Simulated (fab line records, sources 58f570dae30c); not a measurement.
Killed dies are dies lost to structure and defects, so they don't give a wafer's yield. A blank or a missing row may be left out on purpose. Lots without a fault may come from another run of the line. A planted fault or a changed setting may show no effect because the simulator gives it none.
fab line records | flow berkeley_cmos170
record lots=5 wafers=23
route steps=331 shown NVT@111 PLDD@146 NLDD@162 PSD@183 NSD@188 SDANNEAL@205 CONTACT@217
start_h: hours from the record's first day to the start of the lot's first wafer shown | wait_h: hours since the lot's step before | " the same as in the row above | L1.1+2: a row that stands for several wafers | - no value, or no start given | * or withheld: withheld | < > ~ a bound
route shown NAME@n: a module of which the file shows steps, and the number in the route of the first | usual: mean/standard deviation of fault-free wafers | same: alike in all rows | chamber/n: place in a boat | sites: the reading at each site | _std_site: their standard deviation | _edge_site: outer sites' mean less inner sites' | radius_mm: how far each site lies from the wafer's centre | mask NAME#n: copy n | behind: the tool/chamber that last shaped the wafer | hold: why the lot was held/for how many hours/how that ended | device: the transistor (n, p or np) that didn't switch | end of line: the same wafers' tests at the end of the route | a step without rows: its recipe alone | killed: dies lost to structure and defects at the first sort, not the wafer's yield | map: a wafer's dies, x killed, . not, _ none there
set.NAME: the setting as run; set.NAME@STEP: as run at that earlier step | model.NAME: the simulator's own value behind a step, which no gauge read
lots whose settings were changed on purpose; a table a step, a row a wafer
## steps
# step UCB170_NVT_IMPLANT_07
# recipe species=BF2 dose_cm2=3e+12 energy_kev=50 tilt_deg=7
# columns lot.wafer tool chamber start_h wait_h set.energy_kev model.implant.rp_nm model.implant.drp_nm
L075.1+3+4 implanter-02 0 113.74 0.0 50 37.51 18.57
L077.1+5 implanter-02 0 134.15 0.0 47.59 35.06 17.92
L077.2+4+6 " 0 " " 50 36.82 18.57
L078.1+5 implanter-03 0 134.20 0.0 50 37.47 18.57
L078.2+4+6 " 0 " " 47.8 35.84 17.98
L082.1+2+4+5+6 implanter-03 0 140.73 0.0 50 34.89 18.57
L083.2+4 implanter-04 0 148.39 0.0 50 36.42 18.57
L083.3+5+6 " 0 " " 47.41 34.56 17.88
# step UCB170_NVT_STRIP_08
# recipe chemistry=O2 power_w=400 pressure_mtorr=3500 platen_temp_c=withheld o2_flow_sccm=400 overash_fraction=0.5
# usual strip_time_to_endpoint_s=21.63/0.06
# columns lot.wafer tool chamber start_h wait_h set.resist_thk_nm@NVT_COAT_01 strip_time_to_endpoint_s
L075.1 plasma_asher-04 1 113.89 0.1 900 21.63
L075.3 " 1 " " 900 21.69
L075.4 " 0 " " 900 21.63
L077.1 plasma_asher-03 0 134.30 0.1 900 21.57
L077.2 " 1 " " 877.9 21.07
L077.4 " 0 " " 900 21.59
L077.5 " 1 " " 877.9 21.09
L077.6 " 0 " " 900 21.63
L078.1 plasma_asher-01 0 134.35 0.1 900 21.63
L078.2 " 1 " " 900 21.68
L078.4 " 1 " " 900 21.72
L078.5 " 0 " " 900 21.61
L078.6 " 1 " " 900 21.69
L082.1 plasma_asher-01 1 140.88 0.1 900 21.56
L082.2 " 0 " " 916.2 21.92
L082.4 " 1 " " 900 21.54
L082.5 " 1 " " 916.2 21.90
L082.6 " 0 " " 916.2 21.98
L083.2 plasma_asher-04 0 148.51 0.1 900 21.65
L083.3 " 0 " " 900 21.67
L083.4 " 1 " " 900 21.64
L083.5 " 1 " " 900 21.73
L083.6 " 0 " " 900 21.76
# step UCB170_NVT_TW_MEAS_09
# usual NVT_TW=516.5/1.9
# columns lot.wafer tool chamber start_h wait_h set.energy_kev@NVT_IMPLANT_07 NVT_TW
L075.1 film_metro-03 - 113.99 0.1 50 516.9
L075.3 " - " " 50 515.9
L075.4 " - " " 50 513.5
L077.1 film_metro-02 - 134.40 0.1 47.59 509.0
L077.2 " - " " 50 518.5
L077.4 " - " " 50 515.9
L077.5 " - " " 47.59 509.1
L077.6 " - " " 50 517.1
L078.1 film_metro-02 - 134.46 0.1 50 516.8
L078.2 " - " " 47.8 509.4
L078.4 " - " " 47.8 509.6
L078.5 " - " " 50 515.4
L078.6 " - " " 47.8 509.8
L082.1 film_metro-02 - 140.98 0.1 50 516.8
L082.2 " - " " 50 517.3
L082.4 " - " " 50 514.3
L082.5 " - " " 50 515.2
L082.6 " - " " 50 514.3
L083.2 film_metro-03 - 148.62 0.1 50 516.8
L083.3 " - " " 47.41 511.0
L083.4 " - " " 50 519.3
L083.5 " - " " 47.41 508.8
L083.6 " - " " 47.41 512.5
# step UCB170_PLDD_COAT_01
# recipe resist=KrF spin_rpm=1500 resist_thk_nm=900
# columns lot.wafer tool chamber start_h wait_h set.resist_thk_nm model.KrF_of_PLDD_COAT_01.thk_nm
L075.1 litho_track-01 0 130.43 0.1 900 899.5
L075.3 " 0 " " 900 898.8
L075.4 " 0 " " 900 899.4
L077.1 litho_track-01 0 148.22 0.1 900 899.4
L077.2 " 0 " " 900 898.5
L077.4 " 0 " " 900 897.6
L077.5 " 0 " " 862.8 859.4
L077.6 " 0 " " 862.8 861.6
L078.1 litho_track-01 0 148.67 0.1 900 900
L078.2 " 0 " " 900 897.8
L078.4 " 0 " " 900 895.4
L078.5+6 " 0 " " 900 896.9
L082.1 litho_track-03 0 156.66 0.1 868.1 867
L082.2 " 0 " " 868.1 865.7
L082.4 " 0 " " 900 899.1
L082.5 " 0 " " 900 898.8
L082.6 " 0 " " 868.1 866.4
L083.2 litho_track-02 0 162.23 0.1 900 895.6
L083.3 " 0 " " 900 896.8
L083.4 " 0 " " 883.7 879.2
L083.5 " 0 " " 883.7 881.3
L083.6 " 0 " " 900 898
# step UCB170_PLDD_EXPOSE_03
# recipe mask_id=PSELECT na=0.5 sigma_outer=0.6 source_shape=conventional target_cd_nm=1200 dose_mj=30
# columns lot.wafer tool chamber start_h wait_h mask set.dose_mj
L075.1+3+4 krf_scanner-02 0 130.85 0.2 PSELECT#0 30
L077.1+5+6 krf_scanner-02 0 148.52 0.1 PSELECT#0 31.07
L077.2+4 " 0 " " PSELECT#0 30
L078.1+5+6 krf_scanner-01 0 149.10 0.2 PSELECT#0 31.7
L078.2+4 " 0 " " PSELECT#0 30
L082.1+2 krf_scanner-01 0 156.96 0.1 PSELECT#0 31.67
L082.4+5+6 " 0 " " PSELECT#0 30
L083.2+4+6 krf_scanner-02 0 162.52 0.1 PSELECT#0 28.44
L083.3+5 " 0 " " PSELECT#0 30
# step UCB170_PLDD_PEB_04
# recipe peb_temp_c=130 peb_time_s=withheld resist=KrF
# step UCB170_PLDD_DEVELOP_05
# recipe developer=TMAH develop_time_s=45 resist=KrF dev_temp_c=21
# step UCB170_PLDD_CD_MEAS_06
# recipe target_cd_nm=1200
# usual cd_nm=1199.6/1.1
# columns lot.wafer tool chamber start_h wait_h set.dose_mj@PLDD_EXPOSE_03 cd_nm
L075.1 cd_sem-01 - 131.25 - 30 1201.7
L075.3 " - " " 30 1200.9
L075.4 " - " " 30 1201.8
L077.1 cd_sem-02 - 149.25 - 31.07 1204.7
L077.2 " - " " 30 1199.8
L077.4 " - " " 30 1199.3
L077.5 " - " " 31.07 1207.1
L077.6 " - " " 31.07 1206.9
L078.1 cd_sem-02 - 150.12 - 31.7 1207.9
L078.2 " - " " 30 1198.7
L078.4 " - " " 30 1197.8
L078.5 " - " " 31.7 1209.9
L078.6 " - " " 31.7 1208.8
L082.1 cd_sem-02 - 157.41 - 31.67 1212.1
L082.2 " - " " 31.67 1211.4
L082.4 " - " " 30 1199.8
L082.5 " - " " 30 1199.9
L082.6 " - " " 30 1201.6
L083.2 cd_sem-01 - 163.27 - 28.44 1187.5
L083.3 " - " " 30 1198.8
L083.4 " - " " 28.44 1188.9
L083.5 " - " " 30 1198.8
L083.6 " - " " 28.44 1187.5
# step UCB170_PLDD_IMPLANT_08
# recipe species=BF2 dose_cm2=5e+13 energy_kev=10 tilt_deg=7 rotation_deg=0
# step UCB170_PLDD_IMPLANT_09
# recipe species=BF2 dose_cm2=5e+13 energy_kev=10 tilt_deg=7 rotation_deg=180
# step UCB170_PLDD_STRIP_10
# recipe chemistry=O2 power_w=400 pressure_mtorr=3500 platen_temp_c=withheld o2_flow_sccm=400 overash_fraction=0.5
# usual strip_time_to_endpoint_s=21.59/0.051
# columns lot.wafer tool chamber start_h wait_h set.resist_thk_nm@PLDD_COAT_01 strip_time_to_endpoint_s
L075.1 plasma_asher-01 0 131.70 0.1 900 21.61
L075.3 " 0 " " 900 21.61
L075.4 " 1 " " 900 21.62
L077.1 plasma_asher-02 1 149.71 0.1 900 21.60
L077.2 " 0 " " 900 21.59
L077.4 " 1 " " 900 21.56
L077.5 " 0 " " 862.8 20.65
L077.6 " 1 " " 862.8 20.71
L078.1 plasma_asher-02 1 150.58 0.1 900 21.63
L078.2 " 0 " " 900 21.57
L078.4 " 0 " " 900 21.51
L078.5 " 0 " " 900 21.57
L078.6 " 1 " " 900 21.56
L082.1 plasma_asher-02 1 157.87 0.1 868.1 20.84
L082.2 " 0 " " 868.1 20.81
L082.4 " 1 " " 900 21.60
L082.5 " 0 " " 900 21.60
L082.6 " 1 " " 868.1 20.82
L083.2 plasma_asher-01 1 163.71 0.1 900 21.51
L083.3 " 0 " " 900 21.55
L083.4 " 1 " " 883.7 21.12
L083.5 " 0 " " 883.7 21.19
L083.6 " 1 " " 900 21.59
# step UCB170_NLDD_PEB_04
# recipe peb_temp_c=130 peb_time_s=withheld resist=KrF
# columns lot.wafer tool chamber start_h wait_h set.peb_temp_c
L075.1+3+4 litho_track-04 0 133.17 0.7 130
L077.1+2+5 litho_track-03 0 151.57 0.6 130
L077.4+6 " 0 " " 132.8
L078.1+2+4+5+6 litho_track-02 0 152.57 0.6 130
L082.1+6 litho_track-04 0 159.09 0.3 130
L082.2+4+5 " 0 " " 127.2
L083.2+5 litho_track-03 0 164.83 0.2 130
L083.3+4+6 " 0 " " 133.3
# step UCB170_NLDD_DEVELOP_05
# recipe developer=TMAH develop_time_s=45 resist=KrF dev_temp_c=21
# step UCB170_NLDD_CD_MEAS_06
# recipe target_cd_nm=1200
# usual cd_nm=1200.0/1.4
# columns lot.wafer tool chamber start_h wait_h set.peb_temp_c@NLDD_PEB_04 cd_nm
L075.1 cd_sem-01 - 133.44 - 130 1200.2
L075.3 " - " " 130 1200.0
L075.4 " - " " 130 1201.3
L077.1 cd_sem-01 - 151.85 - 130 1199.5
L077.2 " - " " 130 1199.1
L077.4 " - " " 132.8 1216.0
L077.5 " - " " 130 1198.7
L077.6 " - " " 132.8 1215.2
L078.1 cd_sem-01 - 152.84 - 130 1200.0
L078.2 " - " " 130 1199.6
L078.4 " - " " 130 1199.0
L078.5 " - " " 130 1198.6
L078.6 " - " " 130 1199.3
L082.1 cd_sem-02 - 159.37 - 130 1197.3
L082.2 " - " " 127.2 1176.5
L082.4 " - " " 127.2 1175.9
L082.5 " - " " 127.2 1176.1
L082.6 " - " " 130 1198.0
L083.2 cd_sem-02 - 165.09 - 130 1202.0
L083.3 " - " " 133.3 1223.8
L083.4 " - " " 133.3 1221.8
L083.5 " - " " 130 1202.3
L083.6 " - " " 133.3 1221.5
# step UCB170_PSD_IMPLANT_08
# recipe species=B dose_cm2=3e+15 energy_kev=20 tilt_deg=7
# columns lot.wafer tool chamber start_h wait_h set.dose_cm2
L075.1+3+4 implanter-02 0 139.66 0.0 3e+15
L077.1+4 implanter-02 0 157.62 0.0 3e+15
L077.2+5+6 " 0 " " 2.9e+15
L078.1+4 implanter-02 0 158.08 0.0 3.115e+15
L078.2+5+6 " 0 " " 3e+15
L082.1+2+4+5+6 implanter-03 0 166.84 0.0 3e+15
L083.2+3+4+5+6 implanter-04 0 171.86 0.0 3e+15
# step UCB170_PSD_STRIP_09
# recipe chemistry=O2 power_w=400 pressure_mtorr=3500 platen_temp_c=withheld o2_flow_sccm=400 overash_fraction=0.5
# usual strip_time_to_endpoint_s=29.40/0.076
# columns lot.wafer tool chamber start_h wait_h set.dose_cm2@PSD_IMPLANT_08 strip_time_to_endpoint_s
L075.1 plasma_asher-04 0 139.81 0.1 3e+15 29.42
L075.3 " 1 " " 3e+15 29.33
L075.4 " 0 " " 3e+15 29.37
L077.1 plasma_asher-04 1 157.77 0.1 3e+15 29.48
L077.2 " 0 " " 2.9e+15 29.15
L077.4 " 1 " " 3e+15 29.60
L077.5 " 1 " " 2.9e+15 29.15
L077.6 " 0 " " 2.9e+15 29.29
L078.1 plasma_asher-02 1 158.23 0.1 3.115e+15 29.81
L078.2 " 0 " " 3e+15 29.37
L078.4 " 0 " " 3.115e+15 29.71
L078.5 " 0 " " 3e+15 29.25
L078.6 " 1 " " 3e+15 29.46
L082.1 plasma_asher-02 1 166.99 0.1 3e+15 29.26
L082.2 " 0 " " 3e+15 29.42
L082.4 " 1 " " 3e+15 29.23
L082.5 " 1 " " 3e+15 29.26
L082.6 " 0 " " 3e+15 29.41
L083.2 plasma_asher-01 0 171.98 0.1 3e+15 29.34
L083.3 " 1 " " 3e+15 29.28
L083.4 " 0 " " 3e+15 29.24
L083.5 " 1 " " 3e+15 29.31
L083.6 " 0 " " 3e+15 29.25
# step UCB170_NSD_COAT_01
# recipe resist=KrF spin_rpm=1500 resist_thk_nm=900
# columns lot.wafer tool chamber start_h wait_h set.resist_thk_nm model.KrF_of_NSD_COAT_01.thk_nm
L075.1 litho_track-02 0 141.59 0.1 900 898.3
L075.3 " 0 " " 900 901.5
L075.4 " 0 " " 900 900.3
L077.1+5 litho_track-01 0 158.52 0.1 900 903.3
L077.2 " 0 " " 852.6 856.9
L077.4 " 0 " " 852.6 857
L077.6 " 0 " " 852.6 858.8
L078.1 litho_track-02 0 159.04 0.1 874.4 872.9
L078.2 " 0 " " 900 898.7
L078.4 " 0 " " 874.4 872.1
L078.5 " 0 " " 874.4 871.1
L078.6 " 0 " " 900 897.8
L082.1+5 litho_track-04 0 168.21 0.1 936.1 937.9
L082.2 " 0 " " 936.1 934.3
L082.4 " 0 " " 900 897.9
L082.6 " 0 " " 900 901.2
L083.2 litho_track-04 0 175.21 0.1 900 905.9
L083.3 " 0 " " 900 904.2
L083.4 " 0 " " 850.8 856.1
L083.5 " 0 " " 900 904.7
L083.6 " 0 " " 850.8 853.7
# step UCB170_NSD_SOFTBAKE_02
# recipe resist=KrF temp_c=130 time_s=60
# step UCB170_NSD_EXPOSE_03
# recipe mask_id=NSELECT_MOD na=0.5 sigma_outer=0.6 source_shape=conventional target_cd_nm=1200 dose_mj=30
# step UCB170_NSD_IMPLANT_08
# recipe species=P dose_cm2=3e+15 energy_kev=40 tilt_deg=7
# step UCB170_NSD_STRIP_09
# recipe chemistry=O2 power_w=400 pressure_mtorr=3500 platen_temp_c=withheld o2_flow_sccm=400 overash_fraction=0.5
# usual strip_time_to_endpoint_s=35.86/0.096
# columns lot.wafer tool chamber start_h wait_h set.resist_thk_nm@NSD_COAT_01 strip_time_to_endpoint_s
L075.1 plasma_asher-02 0 143.09 0.1 900 35.69
L075.3 " 1 " " 900 35.80
L075.4 " 0 " " 900 35.72
L077.1 plasma_asher-02 1 159.96 0.1 900 35.89
L077.2 " 0 " " 852.6 34.77
L077.4 " 0 " " 852.6 34.77
L077.5 " 0 " " 900 35.88
L077.6 " 1 " " 852.6 34.80
L078.1 plasma_asher-04 1 160.26 0.1 874.4 35.16
L078.2 " 0 " " 900 35.79
L078.4 " 0 " " 874.4 35.13
L078.5 " 0 " " 874.4 35.11
L078.6 " 1 " " 900 35.75
L082.1 plasma_asher-02 1 170.05 0.1 936.1 36.69
L082.2 " 0 " " 936.1 36.63
L082.4 " 0 " " 900 35.75
L082.5 " 1 " " 936.1 36.71
L082.6 " 0 " " 900 35.86
L083.2 plasma_asher-04 1 176.50 0.1 900 36.03
L083.3 " 1 " " 900 35.97
L083.4 " 0 " " 850.8 34.89
L083.5 " 0 " " 900 36.00
L083.6 " 1 " " 850.8 34.78
# step UCB170_SDANNEAL_RTA_01
# recipe temp_c=1050 time_s=5 ambient=N2
# columns lot.wafer tool chamber start_h wait_h set.time_s
L075.1+3+4 rtp_anneal-02 0 144.36 0.1 5
L077.1+2+4 rtp_anneal-01 0 161.15 0.1 5
L077.5+6 " 0 " " 4.48
L078.1+2+4 rtp_anneal-01 0 161.71 0.1 5.366
L078.5+6 " 0 " " 5
L082.1+5 rtp_anneal-01 0 171.33 0.1 5.437
L082.2+4+6 " 0 " " 5
L083.2+5+6 rtp_anneal-02 0 178.42 0.1 5.725
L083.3+4 " 0 " " 5
# step UCB170_SDANNEAL_RS_MEAS_02
# recipe thk_meas_gauge=four-point-probe
# usual PSD_RS=75.65/0.29
# columns lot.wafer tool chamber start_h wait_h set.dose_cm2@PSD_IMPLANT_08 set.time_s@SDANNEAL_RTA_01 PSD_RS[ohm/sq]
L075.1 film_metro-02 - 144.41 0.0 3e+15 5 75.58
L075.3 " - " " 3e+15 5 75.46
L075.4 " - " " 3e+15 5 75.41
L077.1 film_metro-02 - 161.21 0.0 3e+15 5 75.28
L077.2 " - " " 2.9e+15 5 77.27
L077.4 " - " " 3e+15 5 75.41
L077.5 " - " " 2.9e+15 4.48 79.51
L077.6 " - " " 2.9e+15 4.48 79.62
L078.1 film_metro-01 - 161.77 0.0 3.115e+15 5.366 72.24
L078.2 " - " " 3e+15 5.366 74.64
L078.4 " - " " 3.115e+15 5.366 72.40
L078.5 " - " " 3e+15 5 75.52
L078.6 " - " " 3e+15 5 75.54
L082.1 film_metro-02 - 171.39 0.0 3e+15 5.437 74.09
L082.2 " - " " 3e+15 5 75.35
L082.4 " - " " 3e+15 5 75.56
L082.5 " - " " 3e+15 5.437 73.99
L082.6 " - " " 3e+15 5 75.44
L083.2 film_metro-02 - 178.49 0.1 3e+15 5.725 73.87
L083.3 " - " " 3e+15 5 76.02
L083.4 " - " " 3e+15 5 76.11
L083.5 " - " " 3e+15 5.725 73.71
L083.6 " - " " 3e+15 5.725 74.14
# step UCB170_SDANNEAL_RS_MEAS_03
# recipe thk_meas_gauge=four-point-probe
# usual NSD_RS=37.28/0.094
# columns lot.wafer tool chamber start_h wait_h set.time_s@SDANNEAL_RTA_01 NSD_RS[ohm/sq]
L075.1 film_metro-02 - 144.53 0.1 5 37.47
L075.3 " - " " 5 37.36
L075.4 " - " " 5 37.50
L077.1 film_metro-02 - 161.33 0.1 5 37.38
L077.2 " - " " 5 37.32
L077.4 " - " " 5 37.43
L077.5 " - " " 4.48 37.61
L077.6 " - " " 4.48 37.72
L078.1 film_metro-01 - 161.89 0.1 5.366 37.07
L078.2 " - " " 5.366 37.05
L078.4 " - " " 5.366 37.06
L078.5 " - " " 5 37.26
L078.6 " - " " 5 37.40
L082.1 film_metro-02 - 171.51 0.1 5.437 37.05
L082.2 " - " " 5 37.36
L082.4 " - " " 5 37.14
L082.5 " - " " 5.437 37.04
L082.6 " - " " 5 37.24
L083.2 film_metro-02 - 178.61 0.1 5.725 36.77
L083.3 " - " " 5 37.20
L083.4 " - " " 5 36.99
L083.5 " - " " 5.725 36.67
L083.6 " - " " 5.725 36.72
# step UCB170_CONTACT_CVD_01
# recipe material=PSG target_thk_nm=700 temp_c=450 precursor=SiH4/O2/PH3 time_s=2820 pressure_mtorr=300 sih4_flow_sccm=60 o2_flow_sccm=90 ph3_flow_sccm=25
# columns lot.wafer tool chamber start_h wait_h set.ph3_flow_sccm model.PSG_of_CONTACT_CVD_01.thk_nm
L075.1 lpcvd-01 1 146.92 1.5 25 686.6
L075.3 " 1 " " 25 688.6
L075.4 " 1 " " 25 689
L077.1 - - - 0.0 28.66 720.2
L077.2 " - " " 28.66 712.1
L077.4 " - " " 28.66 711.4
L077.5 " - " " 28.66 715.8
L077.6 " - " " 28.66 723.6
L078.1 - - - 1.2 23.91 693.9
L078.2 " - " " 23.91 688.1
L078.4 " - " " 23.91 692.7
L078.5 " - " " 23.91 696.2
L078.6 " - " " 23.91 694.5
L082.1 - - - 1.4 28.66 711.8
L082.2 " - " " 28.66 706.3
L082.4 " - " " 28.66 704.9
L082.5 " - " " 28.66 715.4
L082.6 " - " " 28.66 711
L083.2 - - - 1.6 21.31 679.7
L083.3 " - " " 21.31 682.5
L083.4 " - " " 21.31 682.8
L083.5 " - " " 21.31 682.9
L083.6 " - " " 21.31 683.3
## key
split step=UCB170_NVT_IMPLANT_07 setting=energy_kev stated=50 by=wafer
response step=UCB170_NVT_IMPLANT_07 reading=model.implant.rp_nm change=+0.364 per=1% r=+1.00
response step=UCB170_NVT_IMPLANT_07 reading=model.implant.drp_nm change=+0.134 per=1% r=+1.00
response step=UCB170_NVT_TW_MEAS_09 reading=NVT_TW change=+1.52 per=1% r=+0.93
split step=UCB170_PLDD_COAT_01 setting=resist_thk_nm stated=900 by=wafer
response step=UCB170_PLDD_COAT_01 reading=model.KrF_of_PLDD_COAT_01.thk_nm change=+9.19 per=1% r=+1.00
response step=UCB170_PLDD_STRIP_10 reading=strip_time_to_endpoint_s change=* per=1% r=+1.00
split step=UCB170_PLDD_EXPOSE_03 setting=dose_mj stated=30 by=wafer
response step=UCB170_PLDD_CD_MEAS_06 reading=cd_nm change=+1.97 per=1% r=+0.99
split step=UCB170_NLDD_PEB_04 setting=peb_temp_c stated=130 by=wafer
response step=UCB170_NLDD_CD_MEAS_06 reading=cd_nm change=+8.47 per=1% r=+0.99
split step=UCB170_PSD_IMPLANT_08 setting=dose_cm2 stated=3e+15 by=wafer
response step=UCB170_PSD_STRIP_09 reading=strip_time_to_endpoint_s change=* per=1% r=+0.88
response step=UCB170_SDANNEAL_RS_MEAS_02 reading=PSD_RS slope=-0.615 per=1% together_with=time_s@SDANNEAL_RTA_01 explained=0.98
split step=UCB170_NSD_COAT_01 setting=resist_thk_nm stated=900 by=wafer
response step=UCB170_NSD_COAT_01 reading=model.KrF_of_NSD_COAT_01.thk_nm change=+9.02 per=1% r=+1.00
response step=UCB170_NSD_STRIP_09 reading=strip_time_to_endpoint_s change=* per=1% r=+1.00
split step=UCB170_SDANNEAL_RTA_01 setting=time_s stated=5 by=wafer
response step=UCB170_SDANNEAL_RS_MEAS_03 reading=NSD_RS change=-0.0271 per=1% r=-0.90
response step=UCB170_SDANNEAL_RS_MEAS_02 reading=PSD_RS slope=-0.163 per=1% together_with=dose_cm2@PSD_IMPLANT_08 explained=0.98
split step=UCB170_CONTACT_CVD_01 setting=ph3_flow_sccm stated=25 by=lot
response step=UCB170_CONTACT_CVD_01 reading=model.PSG_of_CONTACT_CVD_01.thk_nm change=+1.08 per=1% r=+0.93
split outside_this_file step=UCB170_NVT_COAT_01 setting=resist_thk_nm
# split outside_this_file: this setting was split too, and the file shows its column; the key of that split is in another file
